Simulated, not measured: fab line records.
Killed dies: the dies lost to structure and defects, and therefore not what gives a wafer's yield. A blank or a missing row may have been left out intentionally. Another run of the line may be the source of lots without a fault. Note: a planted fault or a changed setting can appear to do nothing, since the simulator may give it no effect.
Code-filled problem report in 8D (eight disciplines) form    flow berkeley-cmos170    the parts of the form that need people (team, actions taken, sign-off) are left out

1. PROBLEM STATEMENT
NWELL_OXIDE_THK at UCB170_NWELL_THK_MEAS_02 reads a mean of 29.7 nm on 9 wafers of 3 lots; wafers without a fault read 26.2 nm with a standard deviation of 0.55. That puts it +6.4 standard deviations away from the usual mean.
Seen first at day 4 09:10 on film-metro-01, wafer L816.1. The record holds 45 wafers of 15 lots with a number at this step. By rule, "out" or "out of limits" means more than 4 standard deviations away from the usual mean. The other wafers with a number count as sound.

2. WHAT IT IS; WHAT IT IS NOT
question                     is                            is not
which readings at this step  NWELL_OXIDE_THK               -
which lots                   L816, L817, L818              L806, L807, L808, L809, L810, L811, L812, L813, L814, L821, L826, L827
which wafers of those lots   all that have a number        -
read on which gauges         film-metro-01, film-metro-02  film-metro-03
when                         from day 4 09:10              up to then (27 sound wafers); but 9 sound wafers of L821, L826, L827 came after

3. WHAT RULES OUT EACH SUSPECT
Counting: a tool at a process step up to the reading stays a suspect if it ran every lot that is out and no sound lot after the first of them.
- the gauge at UCB170_NWELL_THK_MEAS_02 is ruled out. The wafers that are out were read on 2 gauges (film-metro-01, film-metro-02).
- furnace-01 at UCB170_NWELL_OXIDATION_01 (target thk 26.4 nm, ox time 1260 s): kept. It processed each lot that is out, first L816 at day 4 07:49, and no sound lot thereafter; up to then, the last sound lot it processed was L809 at day 2 17:21. On those wafers its own readings are out: spike-tc-centre-C, spike-tc-load-C, spike-tc-source-C, tube-center-temp-C, tube_center_temp_C_max.
Left after counting: furnace-01 at UCB170_NWELL_OXIDATION_01.

4. THE CAUSE (what the simulator had put in)
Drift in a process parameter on furnace-01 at UCB170_NWELL_OXIDATION_01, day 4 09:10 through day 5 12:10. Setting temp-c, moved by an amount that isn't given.
Counting left only this tool.

5. SEQUENCE OF EFFECTS, ordered by route
One row per reading whose mean, taken over the struck wafers that have a number, lies over 3 standard deviations from the usual. Readings are gone through only where the record gives a usual standard deviation; hours: the median, over the lots, of the time from a lot's start at the first step in this table giving one to that lot's start at this step; sigmas: the change measured in usual standard deviations.
hours  step                       reading                 usual     on struck wafers  change  sigmas
0      UCB170_NWELL_OXIDATION_01  spike-tc-centre-C       1002.8 C  1018.2            +15.4   +14
0      UCB170_NWELL_OXIDATION_01  spike-tc-load-C         1027.1 C  1040.7            +13.6   +7.2
0      UCB170_NWELL_OXIDATION_01  spike-tc-source-C       1025 C    1045              +20     +4.7
0      UCB170_NWELL_OXIDATION_01  tube-center-temp-C      1000 C    1015              +15     +99 or more
0      UCB170_NWELL_OXIDATION_01  tube_center_temp_C_max  1002.6    1017.8            +15.2   +33
1      UCB170_NWELL_THK_MEAS_02   NWELL_OXIDE_THK         26.2 nm   29.7              +3.5    +6.4
Here are the process steps it includes:
- UCB170_NWELL_OXIDATION_01: target thk 26.4 nm, ox time 1260 s.
Later steps that measure or inspect, where all struck wafers having a row at the step show a number for every such reading and not one has moved that far: UCB170_NWELL_TW_MEAS_16, UCB170_M1_RS_MEAS_01.

6. HOW IT WOULD HAVE BEEN CAUGHT EARLIER
The first out-of-limits reading at a measuring or inspecting step in this record came at day 4 09:10, 0 hours after the fault's start at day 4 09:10.
At UCB170_NWELL_OXIDATION_01, the tool's own readings (spike-tc-centre-C, spike-tc-load-C, spike-tc-source-C, tube-center-temp-C, tube_center_temp_C_max) were out on each struck wafer the step has a row for, so an alarm limit on them would have fired on the first such wafer.
Of the lots that are out (3), L817 began UCB170_NWELL_OXIDATION_01 on furnace-01 after day 4 09:10. Had the tool been put on hold then, it would have been spared.
